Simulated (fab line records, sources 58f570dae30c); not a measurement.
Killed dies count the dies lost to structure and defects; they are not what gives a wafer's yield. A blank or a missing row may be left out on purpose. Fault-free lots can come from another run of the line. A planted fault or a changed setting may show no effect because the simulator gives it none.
Which of the tools did it? || flow berkeley-cmos170 || 11 lots, 33 wafers sampled, at 3 steps of a route of 331

== WHAT THE GAUGES SHOWED, per wafer ==
UCB170_NVT_TW_MEAS_09.
{"lot": "L603", "measured": "day 5 22:23", "on": "film-metro-02", "NVT_TW": "523 522 518"}
{"lot": "L602", "measured": "day 5 22:38", "on": "film-metro-03", "NVT_TW": "531 528 529"}
{"lot": "L604", "measured": "day 6 04:25", "on": "film-metro-02", "NVT_TW": "522 524 525"}
{"lot": "L605", "measured": "day 6 04:25", "on": "film-metro-03", "NVT_TW": "529 528 527"}
{"lot": "L606", "measured": "day 6 04:07", "on": "film-metro-03", "NVT_TW": "530 529 527"}
{"lot": "L615", "measured": "day 8 15:43", "on": "film-metro-03", "NVT_TW": "534 527 534"}
{"lot": "L617", "measured": "day 8 15:00", "on": "film-metro-02", "NVT_TW": "525 527 524"}
{"lot": "L620", "measured": "day 9 12:13", "on": "film-metro-04", "NVT_TW": "526 528 527"}
{"lot": "L622", "measured": "day 9 12:20", "on": "film-metro-02", "NVT_TW": "524 523 523"}
{"lot": "L623", "measured": "day 9 22:50", "on": "film-metro-03", "NVT_TW": "531 534 530"}
{"lot": "L624", "measured": "day 9 22:58", "on": "film-metro-03", "NVT_TW": "528 528 528"}

== WHAT TOOL EACH LOT RAN ON (gives the tool, then ch and the chambers of the sampled wafers, and finally the start) ==
{"lot": "L603", "UCB170_ZERO_STRIP_07": "plasma-asher-01 ch 0,1, day 1 23:55", "UCB170_NWELL_IMPLANT_14": "implanter-04 ch 0, day 2 12:05"}
{"lot": "L602", "UCB170_ZERO_STRIP_07": "plasma-asher-04 ch 0,1, day 2 00:10", "UCB170_NWELL_IMPLANT_14": "implanter-03 ch 0, day 2 12:31"}
{"lot": "L604", "UCB170_ZERO_STRIP_07": "plasma-asher-04 ch 0,1, day 2 07:19", "UCB170_NWELL_IMPLANT_14": "implanter-04 ch 0, day 2 19:10"}
{"lot": "L605", "UCB170_ZERO_STRIP_07": "plasma-asher-01 ch 0,1, day 2 10:49", "UCB170_NWELL_IMPLANT_14": "implanter-04 ch 0, day 3 00:23"}
{"lot": "L606", "UCB170_ZERO_STRIP_07": "plasma-asher-03 ch 0,1, day 2 15:25", "UCB170_NWELL_IMPLANT_14": "implanter-03 ch 0, day 3 03:38"}
{"lot": "L615", "UCB170_ZERO_STRIP_07": "plasma-asher-01 ch 0,1, day 4 13:11", "UCB170_NWELL_IMPLANT_14": "implanter-04 ch 0, day 4 23:46"}
{"lot": "L617", "UCB170_ZERO_STRIP_07": "plasma-asher-01 ch 0,1, day 4 21:21", "UCB170_NWELL_IMPLANT_14": "implanter-04 ch 0, day 5 09:33"}
{"lot": "L620", "UCB170_ZERO_STRIP_07": "plasma-asher-01 ch 0,1, day 5 11:23", "UCB170_NWELL_IMPLANT_14": "implanter-03 ch 0, day 6 03:16"}
{"lot": "L622", "UCB170_ZERO_STRIP_07": "plasma-asher-03 ch 0,1, day 5 22:34", "UCB170_NWELL_IMPLANT_14": "implanter-03 ch 0, day 6 11:46"}
{"lot": "L623", "UCB170_ZERO_STRIP_07": "plasma-asher-03 ch 0, day 6 06:41", "UCB170_NWELL_IMPLANT_14": "implanter-03 ch 0, day 6 17:29"}
{"lot": "L624", "UCB170_ZERO_STRIP_07": "plasma-asher-03 ch 0,1, day 6 07:56", "UCB170_NWELL_IMPLANT_14": "implanter-01 ch 0, day 6 17:16"}
- UCB170_ZERO_STRIP_07: strips in O2.
- UCB170_NWELL_IMPLANT_14

== THE ANSWER, worked out from the rows above alone ==
Rule: the lots themselves supply what counts as usual. Put in order of their means at a reading, lots are off if they are a third of the lots or fewer, leave a main group of 4 or more, and stand apart from it by a gap of 3 or more times the standard deviation of the main group's means; of several such gaps the widest counts. If all means in a main group match to the digits the tables above print for the reading, that group is not used. A lot without any number at a reading at which 4 lots or more have one is off too. Any other lot the step has rows for is counted as sound.
No lot is off at any reading shown: from this, nothing can be told.

== WHAT THE SIMULATOR HAD INSERTED ==
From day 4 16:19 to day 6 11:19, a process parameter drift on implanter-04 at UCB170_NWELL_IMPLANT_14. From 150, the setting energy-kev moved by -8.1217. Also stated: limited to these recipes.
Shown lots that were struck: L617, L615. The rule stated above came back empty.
